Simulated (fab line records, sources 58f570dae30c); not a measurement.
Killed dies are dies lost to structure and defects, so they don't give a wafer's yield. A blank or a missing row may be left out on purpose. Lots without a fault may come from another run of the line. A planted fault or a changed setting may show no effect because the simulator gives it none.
Which tool did it? | flow berkeley_cmos170 | 15 lots, 45 wafers sampled, at 3 steps of a route of 331

WHAT THE GAUGES READ, wafer by wafer
UCB170_ACTIVE_OVL_MEAS_14.
lot  | measured    | on         | ACTIVE_OVL (nm)
L656 | day 4 17:04 | overlay-02 | 10 18 18
L657 | day 5 03:02 | overlay-01 | -1 -1 7
L660 | day 5 16:51 | overlay-02 | -3 4 -3
L662 | day 6 00:07 | overlay-01 | 3 -3 3
L663 | day 6 08:07 | overlay-01 | 4 2 15
L664 | day 6 14:08 | overlay-01 | 1 3 -1
L665 | day 6 13:37 | overlay-02 | -2 -4 -2
L666 | day 6 13:38 | overlay-01 | -10 2 -7
L672 | day 8 08:53 | overlay-02 | -6 -5 -5
L671 | day 8 00:44 | overlay-02 | 4 -6 6
L677 | day 9 05:19 | overlay-02 | -5 3 -9
L678 | day 9 05:03 | overlay-02 | 0 6 6

UCB170_NVT_OVL_MEAS_06.
lot  | measured     | on         | NVT_OVL (nm)
L656 | day 6 07:43  | overlay-01 | 2 2 -5
L657 | day 6 16:44  | overlay-01 | 3 -12 -3
L660 | day 7 09:17  | overlay-02 | -3 3 12
L662 | day 7 09:05  | overlay-02 | 2 -5 2
L663 | day 7 20:31  | overlay-02 | 0 -3 1
L664 | day 8 03:15  | overlay-01 | -6 -9 3
L665 | day 8 03:29  | overlay-01 | -11 -1 -5
L666 | day 8 03:32  | overlay-02 | 2 2 -1
L672 | day 9 22:19  | overlay-01 | 6 -2 3
L671 | day 9 12:59  | overlay-01 | 8 5 2
L677 | day 10 18:09 | overlay-01 | -8 -3 -12
L678 | day 10 18:23 | overlay-02 | 1 4 9

WHICH TOOL RAN EACH LOT (tool, then ch and the chambers of the sampled wafers, then the start)
lot  | UCB170_NWELL_PEB_10
L656 | litho_track-02 ch 0, day 2 12:28
L657 | litho_track-01 ch 0, day 2 22:00
L660 | litho_track-01 ch 0, day 3 10:11
L662 | litho_track-01 ch 0, day 3 16:41
L663 | litho_track-01 ch 0, day 3 23:58
L664 | litho_track-02 ch 0, day 4 04:26
L665 | litho_track-02 ch 0, day 4 07:58
L666 | litho_track-01 ch 0, day 4 13:56
L667 | litho_track-01, day 4 16:50
L670 | litho_track-02, day 5 07:23
L669 | litho_track-01, day 5 07:51
L672 | litho_track-03 ch 0, day 5 21:46
L671 | litho_track-02 ch 0, day 5 21:55
L677 | litho_track-02 ch 0, day 7 00:49
L678 | litho_track-01 ch 0, day 7 01:04
- UCB170_NWELL_PEB_10

WHAT THE TOOLS THEMSELVES READ (means of the sampled wafers that have a number; where no wafer has one, the mark that the record gives instead)
UCB170_NWELL_PEB_10.
lot  | tool           | chill_plate_temp_C (C) | exhaust_pa (Pa)
L656 | litho_track-02 | 23.01                  | 45.6
L657 | litho_track-01 | 23.08                  | 44.5
L660 | litho_track-01 | 23.15                  | 45.3
L662 | litho_track-01 | 23.00                  | 44.7
L663 | litho_track-01 | 23.03                  | 46.0
L664 | litho_track-02 | 23.05                  | 44.1
L665 | litho_track-02 | 23.12                  | 43.8
L666 | litho_track-01 | 22.94                  | 44.1
L667 | litho_track-01 | -                      | -
L670 | litho_track-02 | -                      | -
L669 | litho_track-01 | -                      | -
L672 | litho_track-03 | 23.13                  | 46.5
L671 | litho_track-02 | 23.02                  | 45.2
L677 | litho_track-02 | 22.87                  | 44.2
L678 | litho_track-01 | 22.97                  | 44.9

THE ANSWER, worked out from the rows above alone
Rule: what is usual is taken from the lots themselves. Put in order of their means at a reading, lots are off if they are a third of the lots or fewer, leave a main group of 4 or more, and stand apart from it by a gap of 3 or more times the standard deviation of the main group's means; of several such gaps the widest counts. A main group whose means are all the same, to the digits that the tables above print for the reading, isn't used. A lot without any number at a reading at which 4 lots or more have one is off too. The other lots that the step has rows for count as sound. The gauges are gone through in route order, then the tools' own readings, and for those a lot's mean is taken as printed above. The first step at which some lot is off is used, and at that step the reading that is off furthest; a lot without a number counts as furthest.
Off: L667, L670, L669, at UCB170_NWELL_PEB_10 (chill_plate_temp_C). Without a number there: L667, L670, L669. The main group: mean 23.03 C, standard deviation 0.079.
A tool fits if, at that step or a process step before it, it ran every lot that is off, and no sound lot after the first of them. None of those tried fits.

WHAT THE SIMULATOR HAD PUT IN
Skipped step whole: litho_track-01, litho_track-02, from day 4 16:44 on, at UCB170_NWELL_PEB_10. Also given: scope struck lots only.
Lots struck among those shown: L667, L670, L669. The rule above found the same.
